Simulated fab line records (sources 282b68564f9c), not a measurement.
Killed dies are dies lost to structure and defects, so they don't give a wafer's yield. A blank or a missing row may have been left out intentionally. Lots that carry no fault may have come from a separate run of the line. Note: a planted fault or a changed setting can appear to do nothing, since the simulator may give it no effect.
A struck lot beside a sound one / flow ritCmos / 15 out of 202 route steps
Sound: wafers L604.1, L604.2, L604.4. Wafers struck: L613.3, L613.5, L613.6. Last of all comes the cause.
Each step with rows lists, per side, the tool, then ch with its chambers, then its first start. Under that, the readings that differ: sound wafers / struck wafers / difference of the means / sigmas: that difference in standard deviations of wafers without a fault.
alike: same words and numbers on both sides, and readings whose means sit less than 2 such deviations apart. not compared: any withheld reading, any reading some wafer has no value for, any bound like >300 that may hide the same value, and any number with overlapping values for which the record gives no deviation.
A row with sigmas, a row that says differs or no value, or rows on one side alone: a step with any of these is where the two part. When numbers do not overlap yet have no deviation, they are printed without sigmas and do not part them. A reading missing from all wafers of one side parts the sides only when that side holds two or more wafers.

first, 2 steps without rows for these wafers: RIT_ACTIVE_CLEAN_17 (cleans in SC2, time 600 s); RIT_FOX1_OXIDATION_00 (target thk 350.7 nm, ox time 1086 s).
RIT_FOX1_THK_MEAS_01:
  sound on filmMetro-02 at day 2 20:07; struck on filmMetro-02 at day 4 20:20
  alike: FOX1_OXIDE_THK
then, 2 steps without rows for these wafers: RIT_FOX1_WET_ETCH_02 (etches SiO2 in BOE, target depth 350 nm, time 390 s); RIT_FOX2_OXIDATION_00 (target thk 350.7 nm, ox time 1130 s).
RIT_FOX2_THK_MEAS_01:
  sound on filmMetro-04 at day 2 21:37; struck on filmMetro-02 at day 4 23:35
  alike: FOX2_OXIDE_THK
then, 2 steps without rows for these wafers: RIT_FOX2_CLEAN_02 (cleans in dHF, time 180 s); RIT_FOX2_WET_ETCH_03 (etches Si3N4 in H3PO4, target depth 195 nm, time 2700 s).
RIT_FOX2_THK_MEAS_90:
  sound on filmMetro-03 at day 2 22:29; struck on filmMetro-03 at day 5 00:28
  alike: FIELD_OXIDE_LEFT_1_THK
then, 3 steps without rows for these wafers: RIT_NWELL_HMDS_00 (prime time 60 s); RIT_NWELL_COAT_01 (resist thk 1300 nm); RIT_NWELL_SOFTBAKE_02 (time 60 s).
RIT_NWELL_EXPOSE_03: exposes mask M2, target cd 43900 nm.
  sound on ilineStepper-01 ch 0, day 2 23:07; struck on ilineStepper-02 ch 0, day 5 01:15
reading=model.NWELL.overlayXNm (nm); sound=0.6769 0.6769 0.6769; struck=2.702 2.702 2.702; difference=+2.025; sigmas=
  alike: mask
following that, these wafers have no rows for 1 step: RIT_NWELL_PEB_04.
RIT_M1_PROBE_99:
  sound on prober-01 at day 4 15:10; struck on prober-02 at day 6 19:27
  alike: killedAtContacts, killedAtFrontEnd, killedDies, killedOpen, killedShort

WHERE THEY PART
Nowhere in this record.

WHY: whatever the simulator had introduced
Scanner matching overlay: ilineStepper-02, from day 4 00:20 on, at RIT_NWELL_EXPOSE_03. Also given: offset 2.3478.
